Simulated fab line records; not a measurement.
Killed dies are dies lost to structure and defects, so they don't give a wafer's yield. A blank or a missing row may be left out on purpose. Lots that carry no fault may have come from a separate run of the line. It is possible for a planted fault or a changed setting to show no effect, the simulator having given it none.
Matching of chambers ; flow ritCmos ; 3 sister chambers for RIT_CONTACT_ETCH_11 on rieDiel-02
The step etches SiO2 in CHF3/CF4/Ar, stops on TiSi2, target depth 480 nm, time 320 s. 16 wafers are shown with their chamber, then 7 later ones without.

== WAFERS PAIRED WITH THEIR CHAMBERS ==
wafer;chamber;drypumpMotorCurrentA (A);throttleValvePct (%);oesProductAu (a.u.)
L811.3;2;6.0;8.96;0.982
L811.5;1;5.6;8.77;1.023
L811.6;0;5.4;8.92;1.005
L814.1;2;5.9;8.96;0.976
L814.4;1;5.6;8.76;1.030
L814.5;0;5.4;8.93;1.014
L815.2;1;5.6;8.76;1.025
L815.4;2;6.0;8.97;0.980
L815.6;1;5.6;8.75;1.028
L816.2;2;6.0;8.95;0.982
L816.3;0;5.4;8.92;1.006
L816.4;0;5.4;8.92;1.003
L821.1;0;5.4;8.91;1.013
L821.3;2;6.0;8.94;0.988
L821.5;1;5.6;8.78;1.028
L827.2;0;5.4;8.91;1.017

SIGNATURES (means of the wafers above)
reading;chamber 0;chamber 1;chamber 2;scatter within a chamber
drypumpMotorCurrentA;5.400;5.600;5.980;0.0248
throttleValvePct;8.9183;8.7640;8.9560;0.0101
oesProductAu;1.00967;1.02680;0.98160;0.00455
Rule: a wafer lies at a distance from a chamber equal to the root of the sum of squares, over the readings, of (its reading less the chamber's mean, divided by the reading's scatter). If the next closest chamber is less than 2 further off than the closest, the wafer can't be placed; otherwise it belongs to the closest. The scatter: the root of (the sum of the squares of (reading less its chamber's mean) over the shown wafers, divided by (wafers less chambers)).

== WAFERS WITHOUT THEIR CHAMBER ==
wafer;drypumpMotorCurrentA (A);throttleValvePct (%);oesProductAu (a.u.)
L827.4;5.6;8.77;1.032
L827.6;5.4;8.92;1.008
L828.2;5.9;8.95;0.983
L828.4;5.5;8.92;1.008
L828.6;6.0;8.95;0.985
L831.4;5.5;8.93;1.005
L831.6;6.0;8.94;0.984

== EACH ONE'S CHAMBER ==
wafer;from the rows above;in truth
L827.4;1;1
L827.6;0;0
L828.2;2;2
L828.4;0;0
L828.6;2;2
L831.4;0;0
L831.6;2;2
7 of 7 placed correctly. Can't be placed from these rows: 0. 0 placed wrongly.
